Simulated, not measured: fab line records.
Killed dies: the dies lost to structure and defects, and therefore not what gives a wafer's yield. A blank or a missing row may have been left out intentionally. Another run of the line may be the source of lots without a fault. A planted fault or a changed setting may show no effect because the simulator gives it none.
fab line records ; flow ritCmos
[record] lots = 14; wafers = 42; lastDay = 7
route steps=202 shown FOX2@23 M1@202
lots that met no fault: from a run of the same line without faults
startH: start of the lot's first displayed wafer, in hours after the record's first day ; waitH: how many hours have passed since the lot's step before this one ; " repeats the value in the row above ; L1.1+2: several wafers, shown together as one row ; - either no value or no given start ; * or withheld: withheld ; < > ~ a bound
route shown NAME@n: NAME is a module with steps in the file, n the number in the route of the first one ; usual: mean/standard deviation of fault-free wafers ; same: alike in all rows ; chamber/n: place in a boat ; sites: per-site readings ; _std_site: how widely they spread, as a standard deviation ; _edge_site: mean of outer sites minus mean of inner sites ; radiusMm: for every site, how far away it sits from the centre of the wafer ; mask NAME#n: copy n ; behind: the tool/chamber that last shaped the wafer ; hold: cause of the lot's hold/its duration in hours/its outcome ; device: which transistor (n, p or np) failed to switch ; end of line: tests of these same wafers at the route's end ; where a step has no rows: the recipe by itself ; killed: count of dies lost to structure and defects at first sort (not the wafer's yield) ; map: a wafer's dies, marking killed ones x, the rest . and places with no die _
set.NAME: the setting as run; set.NAME@STEP: as run at that earlier step ; model.NAME: the simulator's own value behind a step, which no gauge read
a sample of lots followed through the steps of the route, with each step as a table and each wafer as a row
services: a tool's chamber out of use, with start hour (startH, from the record's first day; less than 0 if before it), hours out, and reason
[[steps]]
[step RIT_FOX2_OXIDATION_00]
[recipe] tempC = 1100; ambient = H2O; targetThkA = 3507; pH2oTorr = 720; oxTimeS = 1130
[usual] oxTimeS = 1130/0
lot.wafer;tool;chamber;startH;waitH;oxTimeS
L673.1;furnace-02;0;18.54;0.0;1130
L673.2;furnace-02;0;18.54;0.0;1130
L673.5;furnace-02;0;18.54;0.0;1130
L674.2;furnace-03;0;23.22;0.0;1130
L674.3;furnace-03;0;23.22;0.0;1130
L674.5;furnace-03;0;23.22;0.0;1130
L675.1;furnace-03;0;27.91;0.0;1130
L675.3;furnace-03;0;27.91;0.0;1130
L675.5;furnace-03;0;27.91;0.0;1130
L676.2;furnace-02;0;32.69;0.0;1130
L676.3;furnace-02;0;32.69;0.0;1130
L676.5;furnace-02;0;32.69;0.0;1130
L678.1;furnace-04;0;43.39;0.0;1130
L678.4;furnace-04;0;43.39;0.0;1130
L678.6;furnace-04;0;43.39;0.0;1130
L680.1;furnace-04;0;52.15;0.0;1130
L680.4;furnace-04;0;52.15;0.0;1130
L680.6;furnace-04;0;52.15;0.0;1130
L681.2;furnace-02;0;57.05;0.0;1130
L681.5;furnace-02;0;57.05;0.0;1130
L681.6;furnace-02;0;57.05;0.0;1130
L686.2;furnace-02;0;82.16;0.0;1130
L686.3;furnace-02;0;82.16;0.0;1130
L686.5;furnace-02;0;82.16;0.0;1130
L687.2;furnace-02;0;87.15;0.0;508.5
L687.3;furnace-02;0;87.15;0.0;508.5
L687.5;furnace-02;0;87.15;0.0;508.5
L688.3;furnace-02;0;92.98;0.2;508.5
L688.4;furnace-02;0;92.98;0.2;508.5
L688.6;furnace-02;0;92.98;0.2;508.5
L693.2;furnace-03;0;117.83;0.0;1130
L693.3;furnace-03;0;117.83;0.0;1130
L693.4;furnace-03;0;117.83;0.0;1130
L694.2;furnace-03;0;122.00;0.0;1130
L694.3;furnace-03;0;122.00;0.0;1130
L694.4;furnace-03;0;122.00;0.0;1130
L695.1;furnace-03;0;127.11;0.0;1130
L695.3;furnace-03;0;127.11;0.0;1130
L695.5;furnace-03;0;127.11;0.0;1130
L696.1;furnace-03;0;132.00;0.0;1130
L696.2;furnace-03;0;132.00;0.0;1130
L696.4;furnace-03;0;132.00;0.0;1130
[step RIT_FOX2_THK_MEAS_01]
[recipe] reads = SiO2_of_FOX2_OXIDATION_00
[usual] FOX2_OXIDE_THK = 349/6.1
lot.wafer;tool;chamber;startH;waitH;FOX2_OXIDE_THK[nm]
L673.1;filmMetro-01;-;19.86;0.0;357
L673.2;filmMetro-01;-;19.86;0.0;357
L673.5;filmMetro-01;-;19.86;0.0;356
L674.2;filmMetro-02;-;24.55;0.0;355
L674.3;filmMetro-02;-;24.55;0.0;350
L674.5;filmMetro-02;-;24.55;0.0;350
L675.1;filmMetro-02;-;29.22;0.0;353
L675.3;filmMetro-02;-;29.22;0.0;347
L675.5;filmMetro-02;-;29.22;0.0;354
L676.2;filmMetro-01;-;34.02;0.0;359
L676.3;filmMetro-01;-;34.02;0.0;355
L676.5;filmMetro-01;-;34.02;0.0;360
L678.1;filmMetro-02;-;44.70;0.0;342
L678.4;filmMetro-02;-;44.70;0.0;350
L678.6;filmMetro-02;-;44.70;0.0;350
L680.1;filmMetro-02;-;53.47;0.0;345
L680.4;filmMetro-02;-;53.47;0.0;357
L680.6;filmMetro-02;-;53.47;0.0;352
L681.2;filmMetro-01;-;58.38;0.0;350
L681.5;filmMetro-01;-;58.38;0.0;347
L681.6;filmMetro-01;-;58.38;0.0;348
L686.2;filmMetro-01;-;83.48;0.0;345
L686.3;filmMetro-01;-;83.48;0.0;350
L686.5;filmMetro-01;-;83.48;0.0;341
L687.2;filmMetro-01;-;88.48;0.0;213
L687.3;filmMetro-01;-;88.48;0.0;218
L687.5;filmMetro-01;-;88.48;0.0;213
L688.3;filmMetro-03;-;94.31;0.0;216
L688.4;filmMetro-03;-;94.31;0.0;213
L688.6;filmMetro-03;-;94.31;0.0;216
L693.2;filmMetro-01;-;119.16;0.0;357
L693.3;filmMetro-01;-;119.16;0.0;357
L693.4;filmMetro-01;-;119.16;0.0;358
L694.2;filmMetro-01;-;123.32;0.0;344
L694.3;filmMetro-01;-;123.32;0.0;342
L694.4;filmMetro-01;-;123.32;0.0;346
L695.1;filmMetro-01;-;128.43;0.0;346
L695.3;filmMetro-01;-;128.43;0.0;345
L695.5;filmMetro-01;-;128.43;0.0;345
L696.1;filmMetro-01;-;133.31;0.0;350
L696.2;filmMetro-01;-;133.31;0.0;347
L696.4;filmMetro-01;-;133.31;0.0;348
[step RIT_FOX2_THK_MEAS_90]
[recipe] reads = SiO2_of_FOX2_OXIDATION_00
[usual] FIELD_OXIDE_LEFT_1_THK = 322/6.2
lot.wafer;tool;chamber;startH;waitH;FIELD_OXIDE_LEFT_1_THK[nm]
L673.1;filmMetro-02;-;20.80;0.0;330
L673.2;filmMetro-02;-;20.80;0.0;330
L673.5;filmMetro-02;-;20.80;0.0;329
L674.2;filmMetro-01;-;25.49;0.0;328
L674.3;filmMetro-01;-;25.49;0.0;322
L674.5;filmMetro-01;-;25.49;0.0;323
L675.1;filmMetro-03;-;30.25;0.0;325
L675.3;filmMetro-03;-;30.25;0.0;319
L675.5;filmMetro-03;-;30.25;0.0;327
L676.2;filmMetro-02;-;34.89;0.0;332
L676.3;filmMetro-02;-;34.89;0.0;328
L676.5;filmMetro-02;-;34.89;0.0;332
L678.1;filmMetro-02;-;45.64;0.0;314
L678.4;filmMetro-02;-;45.64;0.0;322
L678.6;filmMetro-02;-;45.64;0.0;321
L680.1;filmMetro-02;-;54.34;0.0;318
L680.4;filmMetro-02;-;54.34;0.0;329
L680.6;filmMetro-02;-;54.34;0.0;325
L681.2;filmMetro-02;-;59.33;0.0;323
L681.5;filmMetro-02;-;59.33;0.0;320
L681.6;filmMetro-02;-;59.33;0.0;321
L686.2;filmMetro-03;-;84.36;0.0;317
L686.3;filmMetro-03;-;84.36;0.0;322
L686.5;filmMetro-03;-;84.36;0.0;314
L687.2;filmMetro-02;-;89.35;0.0;185
L687.3;filmMetro-02;-;89.35;0.0;190
L687.5;filmMetro-02;-;89.35;0.0;184
L688.3;filmMetro-02;-;95.19;0.0;189
L688.4;filmMetro-02;-;95.19;0.0;186
L688.6;filmMetro-02;-;95.19;0.0;189
L693.2;filmMetro-02;-;120.03;0.0;330
L693.3;filmMetro-02;-;120.03;0.0;330
L693.4;filmMetro-02;-;120.03;0.0;330
L694.2;filmMetro-02;-;124.27;0.0;317
L694.3;filmMetro-02;-;124.27;0.0;315
L694.4;filmMetro-02;-;124.27;0.0;319
L695.1;filmMetro-02;-;129.30;0.0;319
L695.3;filmMetro-02;-;129.30;0.0;317
L695.5;filmMetro-02;-;129.30;0.0;317
L696.1;filmMetro-01;-;134.19;0.0;322
L696.2;filmMetro-01;-;134.19;0.0;319
L696.4;filmMetro-01;-;134.19;0.0;320
[step RIT_FOX2_THK_MEAS_91]
[recipe] reads = SiO2_of_FOX2_OXIDATION_00
[usual] FIELD_OXIDE_LEFT_2_THK = 254/6.2
lot.wafer;tool;chamber;startH;waitH;FIELD_OXIDE_LEFT_2_THK[nm]
L673.1;filmMetro-02;-;33.68;0.0;262
L673.2;filmMetro-02;-;33.68;0.0;261
L673.5;filmMetro-02;-;33.68;0.0;260
L674.2;filmMetro-03;-;38.22;0.0;260
L674.3;filmMetro-03;-;38.22;0.0;254
L674.5;filmMetro-03;-;38.22;0.0;255
L675.1;filmMetro-01;-;42.66;0.0;257
L675.3;filmMetro-01;-;42.66;0.0;251
L675.5;filmMetro-01;-;42.66;0.0;259
L676.2;filmMetro-02;-;47.22;0.0;263
L676.3;filmMetro-02;-;47.22;0.0;259
L676.5;filmMetro-02;-;47.22;0.0;263
L678.1;filmMetro-02;-;58.27;0.0;248
L678.4;filmMetro-02;-;58.27;0.0;256
L678.6;filmMetro-02;-;58.27;0.0;255
L680.1;filmMetro-02;-;66.90;0.0;250
L680.4;filmMetro-02;-;66.90;0.0;262
L680.6;filmMetro-02;-;66.90;0.0;257
L681.2;filmMetro-03;-;71.73;0.0;255
L681.5;filmMetro-03;-;71.73;0.0;252
L681.6;filmMetro-03;-;71.73;0.0;253
L686.2;filmMetro-03;-;96.68;0.0;249
L686.3;filmMetro-03;-;96.68;0.0;253
L686.5;filmMetro-03;-;96.68;0.0;244
L687.2;filmMetro-01;-;101.69;0.0;117
L687.3;filmMetro-01;-;101.69;0.0;122
L687.5;filmMetro-01;-;101.69;0.0;116
L688.3;filmMetro-01;-;108.61;0.0;121
L688.4;filmMetro-01;-;108.61;0.0;118
L688.6;filmMetro-01;-;108.61;0.0;121
L693.2;filmMetro-02;-;132.61;0.0;262
L693.3;filmMetro-02;-;132.61;0.0;262
L693.4;filmMetro-02;-;132.61;0.0;262
L694.2;filmMetro-03;-;136.98;0.0;250
L694.3;filmMetro-03;-;136.98;0.0;248
L694.4;filmMetro-03;-;136.98;0.0;252
L695.1;filmMetro-02;-;142.32;0.0;249
L695.3;filmMetro-02;-;142.32;0.0;248
L695.5;filmMetro-02;-;142.32;0.0;248
L696.1;filmMetro-03;-;146.77;0.0;255
L696.2;filmMetro-03;-;146.77;0.0;252
L696.4;filmMetro-03;-;146.77;0.0;253
[step RIT_M1_PROBE_99]
[usual] killedAtContacts = 0.1/0.31; killedAtFrontEnd = 7/3.1; killedDies = 7/3.1; killedOnRim = 1.8/1.4; killedOpen = 3.3/1.9; killedShort = 3.3/2
[same] grossDies = 264; killed_at_M0_to_M3 = 0; killed_at_M4_up = 0; killedAtBackSide = 0; killedAtOther = 0
lot.wafer;tool;chamber;startH;waitH;killedAtContacts;killedAtFrontEnd;killedDies;killedOnRim;killedOpen;killedShort
L673.1;prober-01;-;63.05;0.1;1;10;11;1;2;8
L673.2;prober-01;-;63.10;0.1;1;5;6;1;2;3
L673.5;prober-01;-;63.25;0.2;0;6;6;2;3;3
L674.2;prober-01;-;63.72;0.1;0;5;5;0;2;3
L674.3;prober-01;-;63.77;0.2;0;5;5;0;1;4
L674.5;prober-01;-;63.87;0.2;0;9;9;2;5;4
L675.1;prober-01;-;66.98;0.1;0;5;5;2;3;2
L675.3;prober-01;-;67.08;0.2;0;6;6;2;3;3
L675.5;prober-01;-;67.18;0.2;0;10;10;3;6;4
L676.2;prober-01;-;71.31;0.1;0;7;7;2;4;3
L676.3;prober-01;-;71.36;0.2;0;9;9;4;3;6
L676.5;prober-01;-;71.46;0.2;0;11;11;1;3;8
L678.1;prober-01;-;82.77;0.1;0;5;5;1;4;1
L678.4;prober-01;-;82.92;0.2;0;10;10;3;3;7
L678.6;prober-01;-;83.02;0.2;0;9;9;1;7;2
L680.1;prober-01;-;91.17;0.1;0;3;3;0;3;0
L680.4;prober-01;-;91.32;0.2;0;3;3;1;0;3
L680.6;prober-01;-;91.42;0.2;0;7;7;2;4;3
L681.2;prober-01;-;97.58;0.1;0;7;7;1;4;3
L681.5;prober-01;-;97.73;0.2;0;4;4;1;2;2
L681.6;prober-01;-;97.78;0.2;0;9;9;2;7;2
L686.2;prober-01;-;122.82;0.1;0;6;6;2;2;4
L686.3;prober-01;-;122.87;0.2;0;7;7;2;4;3
L686.5;prober-01;-;122.97;0.2;0;11;11;5;5;6
L687.2;prober-01;-;127.65;0.1;0;8;8;2;3;5
L687.3;prober-01;-;127.70;0.2;0;8;8;0;4;4
L687.5;prober-01;-;127.80;0.2;0;7;7;2;1;6
L688.3;prober-01;-;133.15;0.2;0;3;3;0;1;2
L688.4;prober-01;-;133.20;0.2;0;6;6;1;4;2
L688.6;prober-01;-;133.30;0.2;0;4;4;1;3;1
L693.2;prober-01;-;158.61;0.1;0;7;7;1;5;2
L693.3;prober-01;-;158.66;0.2;0;5;5;3;4;1
L693.4;prober-01;-;158.71;0.2;0;8;8;0;2;6
L694.2;prober-01;-;161.50;0.1;0;4;4;0;1;3
L694.3;prober-01;-;161.55;0.2;0;6;6;3;5;1
L694.4;prober-01;-;161.60;0.2;0;1;1;0;1;0
L695.1;prober-01;-;166.86;0.1;0;10;10;3;7;3
L695.3;prober-01;-;166.96;0.2;0;5;5;0;2;3
L695.5;prober-01;-;167.06;0.2;0;7;7;5;5;2
L696.1;prober-01;-;172.07;0.1;0;7;7;1;1;6
L696.2;prober-01;-;172.12;0.1;0;8;8;2;4;4
L696.4;prober-01;-;172.22;0.2;0;5;5;2;2;3
// killed by level:class
L673.1 GATE:geometricParticle:short=6 FOX2:geometricParticle:short=1 GATE:geometricParticle:open=1 SPACER:geometricParticle:short=1 SILICIDE:geometricParticle:open=1 CONTACT:coatMicrobubblePrinted=1
L673.2 FOX1:geometricParticle:open=1 FOX2:geometricParticle:short=1 GATE:geometricParticle:short=1 SPACER:geometricParticle:open=1 SILICIDE:geometricParticle:short=1 CONTACT:coatMicrobubblePrinted=1
L673.5 GATE:geometricParticle:short=2 FOX1:geometricParticle:short=1 FOX1:geometricParticle:open=1 SPACER:geometricParticle:open=1 SILICIDE:geometricParticle:open=1
L674.2 REOX:geometricParticle:open=2 FOX1:geometricParticle:short=1 GATE:geometricParticle:short=1 REOX:geometricParticle:short=1
L674.3 FOX1:geometricParticle:short=1 FOX1:geometricParticle:open=1 FOX2:geometricParticle:short=1 GATE:geometricParticle:short=1 SPACER:geometricParticle:short=1
L674.5 FOX1:geometricParticle:short=2 REOX:geometricParticle:open=2 SPACER:geometricParticle:open=2 FOX1:geometricParticle:open=1 GATE:geometricParticle:short=1 SPACER:geometricParticle:short=1
L675.1 FOX2:geometricParticle:short=2 GATE:geometricParticle:open=1 REOX:geometricParticle:open=1 SPACER:geometricParticle:open=1
L675.3 SILICIDE:geometricParticle:short=2 FOX1:geometricParticle:open=1 FOX2:geometricParticle:open=1 FOX2:geometricParticle:short=1 SILICIDE:geometricParticle:open=1
L675.5 GATE:geometricParticle:open=4 GATE:geometricParticle:short=3 FOX2:geometricParticle:open=1 SPACER:geometricParticle:short=1 SPACER:geometricParticle:open=1
L676.2 SPACER:geometricParticle:open=2 FOX1:geometricParticle:open=1 GATE:geometricParticle:short=1 REOX:geometricParticle:open=1 REOX:geometricParticle:short=1 SILICIDE:geometricParticle:short=1
L676.3 FOX1:geometricParticle:short=3 FOX2:geometricParticle:short=1 FOX2:geometricParticle:open=1 GATE:geometricParticle:open=1 GATE:geometricParticle:short=1 SILICIDE:geometricParticle:short=1 SILICIDE:geometricParticle:open=1
L676.5 GATE:geometricParticle:short=5 GATE:geometricParticle:open=2 SILICIDE:geometricParticle:short=2 REOX:geometricParticle:open=1 SPACER:geometricParticle:short=1
L678.1 SILICIDE:geometricParticle:open=2 FOX1:geometricParticle:open=1 FOX2:geometricParticle:open=1 GATE:geometricParticle:short=1
L678.4 FOX1:geometricParticle:short=3 SILICIDE:geometricParticle:open=3 GATE:geometricParticle:short=2 SPACER:geometricParticle:short=1 SILICIDE:geometricParticle:short=1
L678.6 GATE:geometricParticle:open=5 GATE:geometricParticle:short=2 REOX:geometricParticle:open=1 SILICIDE:geometricParticle:open=1
L680.1 GATE:geometricParticle:open=3
L680.4 REOX:geometricParticle:short=2 FOX2:geometricParticle:short=1
L680.6 SPACER:geometricParticle:open=3 SPACER:geometricParticle:short=3 GATE:geometricParticle:open=1
L681.2 FOX1:geometricParticle:open=2 REOX:geometricParticle:short=2 FOX1:geometricParticle:short=1 GATE:geometricParticle:open=1 SILICIDE:geometricParticle:open=1
L681.5 FOX1:geometricParticle:short=1 GATE:geometricParticle:open=1 GATE:geometricParticle:short=1 SILICIDE:geometricParticle:open=1
L681.6 GATE:geometricParticle:open=3 SILICIDE:geometricParticle:open=2 FOX1:geometricParticle:open=1 FOX1:geometricParticle:short=1 SPACER:geometricParticle:open=1 SPACER:geometricParticle:short=1
L686.2 GATE:geometricParticle:short=3 FOX1:geometricParticle:short=1 GATE:geometricParticle:open=1 SPACER:geometricParticle:open=1
L686.3 SILICIDE:geometricParticle:short=2 FOX2:geometricParticle:open=1 GATE:geometricParticle:open=1 GATE:geometricParticle:short=1 REOX:geometricParticle:open=1 SILICIDE:geometricParticle:open=1
L686.5 GATE:geometricParticle:open=3 SILICIDE:geometricParticle:short=2 FOX1:geometricParticle:short=1 GATE:geometricParticle:short=1 REOX:geometricParticle:open=1 REOX:geometricParticle:short=1 SPACER:geometricParticle:short=1 SPACER:geometricParticle:open=1
L687.2 SPACER:geometricParticle:open=2 FOX1:geometricParticle:short=1 GATE:geometricParticle:short=1 REOX:geometricParticle:short=1 REOX:geometricParticle:open=1 SPACER:geometricParticle:short=1 SILICIDE:geometricParticle:short=1
L687.3 GATE:geometricParticle:open=2 SPACER:geometricParticle:short=2 SILICIDE:geometricParticle:open=2 GATE:geometricParticle:short=1 SILICIDE:geometricParticle:short=1
L687.5 GATE:geometricParticle:short=3 FOX1:geometricParticle:short=1 FOX2:geometricParticle:open=1 REOX:geometricParticle:short=1 SPACER:geometricParticle:short=1
L688.3 FOX1:geometricParticle:short=1 REOX:geometricParticle:short=1 SPACER:geometricParticle:open=1
L688.4 GATE:geometricParticle:open=2 FOX1:geometricParticle:open=1 GATE:geometricParticle:short=1 REOX:geometricParticle:short=1 SPACER:geometricParticle:open=1
L688.6 SPACER:geometricParticle:open=3 SPACER:geometricParticle:short=1
L693.2 GATE:geometricParticle:open=3 FOX1:geometricParticle:open=1 FOX1:geometricParticle:short=1 REOX:geometricParticle:short=1 SILICIDE:geometricParticle:open=1
L693.3 FOX2:geometricParticle:open=2 REOX:geometricParticle:open=1 REOX:geometricParticle:short=1 SPACER:geometricParticle:open=1
L693.4 FOX2:geometricParticle:short=3 SILICIDE:geometricParticle:short=2 FOX1:geometricParticle:open=1 GATE:geometricParticle:open=1 SPACER:geometricParticle:short=1
L694.2 FOX2:geometricParticle:short=1 GATE:geometricParticle:short=1 GATE:geometricParticle:open=1 SPACER:geometricParticle:short=1
L694.3 GATE:geometricParticle:open=3 SPACER:geometricParticle:open=2 GATE:geometricParticle:short=1
L694.4 FOX2:geometricParticle:open=1
L695.1 FOX1:geometricParticle:open=3 GATE:geometricParticle:open=2 SPACER:geometricParticle:short=2 FOX2:geometricParticle:open=1 GATE:geometricParticle:short=1 REOX:geometricParticle:open=1
L695.3 SILICIDE:geometricParticle:short=2 GATE:geometricParticle:short=1 REOX:geometricParticle:open=1 SPACER:geometricParticle:open=1
L695.5 GATE:geometricParticle:open=3 REOX:geometricParticle:open=2 REOX:geometricParticle:short=2
L696.1 GATE:geometricParticle:short=2 SILICIDE:geometricParticle:short=2 FOX1:geometricParticle:short=1 FOX1:geometricParticle:open=1 SPACER:geometricParticle:short=1
L696.2 GATE:geometricParticle:short=4 SPACER:geometricParticle:open=2 FOX2:geometricParticle:open=1 SILICIDE:geometricParticle:open=1
L696.4 GATE:geometricParticle:short=1 GATE:geometricParticle:open=1 SPACER:geometricParticle:open=1 SPACER:geometricParticle:short=1 SILICIDE:geometricParticle:short=1
[[services]]
tool;chamber;startH;hours;kind
furnace-04;-;19.16;2.9;pm
furnace-03;-;67.77;4.2;pm
furnace-03;-;88.29;3.0;pm
furnace-04;-;98.13;3.6;pm
[[key]]
[firstSign] step = RIT_FOX2_OXIDATION_00; reading = oxTimeS; direction = down; sigmas = 99+; usual = *; struck = *
[effect] step = RIT_FOX2_THK_MEAS_01; reading = FOX2_OXIDE_THK; direction = down; sigmas = 22; usual = 349; struck = 215
[effect] step = RIT_FOX2_THK_MEAS_90; reading = FIELD_OXIDE_LEFT_1_THK; direction = down; sigmas = 22; usual = 322; struck = 187
[effect] step = RIT_FOX2_THK_MEAS_91; reading = FIELD_OXIDE_LEFT_2_THK; direction = down; sigmas = 22; usual = 254; struck = 119
metAt RIT_FOX2_OXIDATION_00
struckLots L687,L688
testerLeftOut L687,L688
onsetBetween 82.16 87.15
[fault] kind = processParameterDrift; tool = furnace-02; chamber = -; onsetH = 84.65; steps = RIT_FOX2_OXIDATION_00; channel = oxTimeS; offset = *; shape = step; endH = 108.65; actsIn = *; stated = *
// testerLeftOut: of these lots the tester's yield and bins aren't shown, on N5 and GAA mostly nor the transistor test; their killed dies are dies lost to structure and defects alone, not to doping, threshold or leakage, so they don't give the yield
